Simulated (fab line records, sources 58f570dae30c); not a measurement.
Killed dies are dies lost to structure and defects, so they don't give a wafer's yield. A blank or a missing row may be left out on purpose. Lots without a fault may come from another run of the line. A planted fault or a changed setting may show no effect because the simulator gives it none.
Split-lot experiment | flow berkeley_cmos170 | 5 lots, 23 wafers read, on a route of 331 steps

THE SPLIT
At UCB170_M2_METAL_ETCH_18 (etches Al in Cl2/BCl3, stops on SiO2, target depth 1170 nm, time 195 s), the setting time_s was moved away from the recipe's 195 s on 6 of the 23 wafers read, by -6.0% to +12.3%. The other wafers ran this setting at the recipe's value.

The file shows no step between the split and the reading.

THE READING
oes_product_au, in a.u., at UCB170_M2_STRIP_19 (strips in O2). Fault-free wafers of this fab line usually give 0.534 a.u., standard deviation 0.01 a.u..

wafer  | tool, chamber at the split | time_s as run, s | against the recipe | oes_product_au, a.u. | against lot-mates on the recipe
L075.3 | rie_metal-01, 0            | 195              | recipe             | 0.536                | -
L075.4 | rie_metal-01, 1            | 195              | recipe             | 0.543                | -
L075.5 | rie_metal-01, 0            | 195              | recipe             | 0.531                | -
L079.1 | rie_metal-02, 1            | 195              | recipe             | 0.532                | -
L079.2 | rie_metal-02, 0            | 195              | recipe             | 0.544                | -
L079.3 | rie_metal-02, 0            | 183.3            | -6.0%              | 0.591                | +0.048
L079.4 | rie_metal-02, 1            | 195              | recipe             | 0.554                | -
L079.6 | rie_metal-02, 0            | 183.3            | -6.0%              | 0.591                | +0.048
L082.1 | rie_metal-04, 1            | 219              | +12.3%             | 0.456                | -0.080
L082.2 | rie_metal-04, 1            | 219              | +12.3%             | 0.443                | -0.093
L082.3 | rie_metal-04, 1            | 195              | recipe             | 0.542                | -
L082.5 | rie_metal-04, 1            | 195              | recipe             | 0.532                | -
L082.6 | rie_metal-04, 1            | 195              | recipe             | 0.534                | -
L084.1 | rie_metal-04, 0            | 195              | recipe             | 0.524                | -
L084.3 | rie_metal-04, 0            | 195              | recipe             | 0.532                | -
L084.4 | rie_metal-04, 1            | 195              | recipe             | 0.526                | -
L084.5 | rie_metal-04, 0            | 195              | recipe             | 0.520                | -
L084.6 | rie_metal-04, 1            | 195              | recipe             | 0.533                | -
L085.1 | rie_metal-01, 0            | 208.9            | +7.1%              | 0.470                | -0.051
L085.3 | rie_metal-01, 1            | 195              | recipe             | 0.522                | -
L085.4 | rie_metal-01, 0            | 195              | recipe             | 0.519                | -
L085.5 | rie_metal-01, 0            | 195              | recipe             | 0.521                | -
L085.6 | rie_metal-01, 1            | 208.9            | +7.1%              | 0.481                | -0.040

THE FIT
A straight line over all 23 wafers: oes_product_au changes by -0.00754 a.u. for each +1% of time_s; r = -0.96; the points scatter about the line by 0.01 a.u..
The same after taking each lot's own level away (the mean of its wafers on the recipe; 23 wafers): -0.00707 a.u. for each +1%; r = -0.98; scatter 0.0059 a.u..
On that fit, the largest move of time_s shifts the reading by 0.087 a.u..
The lots' own levels span 0.5207 to 0.5433 a.u., that is 2.3 times the standard deviation above.
So the lot-to-lot level changes the slope little: the two slopes agree.
Check: with one of the wafers moved furthest among these (+12.3%) left out of the fit, the line predicts -0.089 a.u. for it against its lot-mates. It came out at -0.08 a.u. against them.

OTHER SPLITS ON THESE WAFERS
These wafers also went through other splits before the reading. Each is held against what the fit with the lots' levels taken away leaves over:
other split on the same wafers       | wafers away from the commonest value | r with oes_product_au (lot level and that fit taken away)
UCB170_SILICIDE_SPUTTER_01 time_s    | 10                                   | -0.28
UCB170_CONTACT_COAT_10 resist_thk_nm | 8                                    | -0.09
UCB170_CONTACT_PEB_13 peb_temp_c     | 2                                    | +0.30
UCB170_M1_COAT_04 resist_thk_nm      | 7                                    | +0.00
UCB170_V1_EXPOSE_09 dose_mj          | 4                                    | +0.13
UCB170_M2_COAT_05 resist_thk_nm      | 7                                    | +0.03

THE WHOLE CHAIN: every reading that the file lists as answering this split, in the file's order
step                    | what it does                                                           | reading                                                                   | change (the file's fit)                   | r (the file's)
UCB170_M2_METAL_ETCH_18 | etches Al in Cl2/BCl3, stops on SiO2, target depth 1170 nm, time 195 s | KrF_of_M2_COAT_10.thk_nm (the simulator's own value, which no gauge read) | -6.88 nm for each +1% of the setting      | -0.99
UCB170_M2_METAL_ETCH_18 | etches Al in Cl2/BCl3, stops on SiO2, target depth 1170 nm, time 195 s | SiO2_of_V1_CVD_00.thk_nm (the simulator's own value, which no gauge read) | -0.659 nm for each +1% of the setting     | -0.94
UCB170_M2_STRIP_19      | strips in O2                                                           | oes_product_au                                                            | -0.00702 a.u. for each +1% of the setting | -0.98

THE FILE'S OWN FIT
oes_product_au changes by -0.00702 a.u. for each +1% of time_s, r = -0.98.
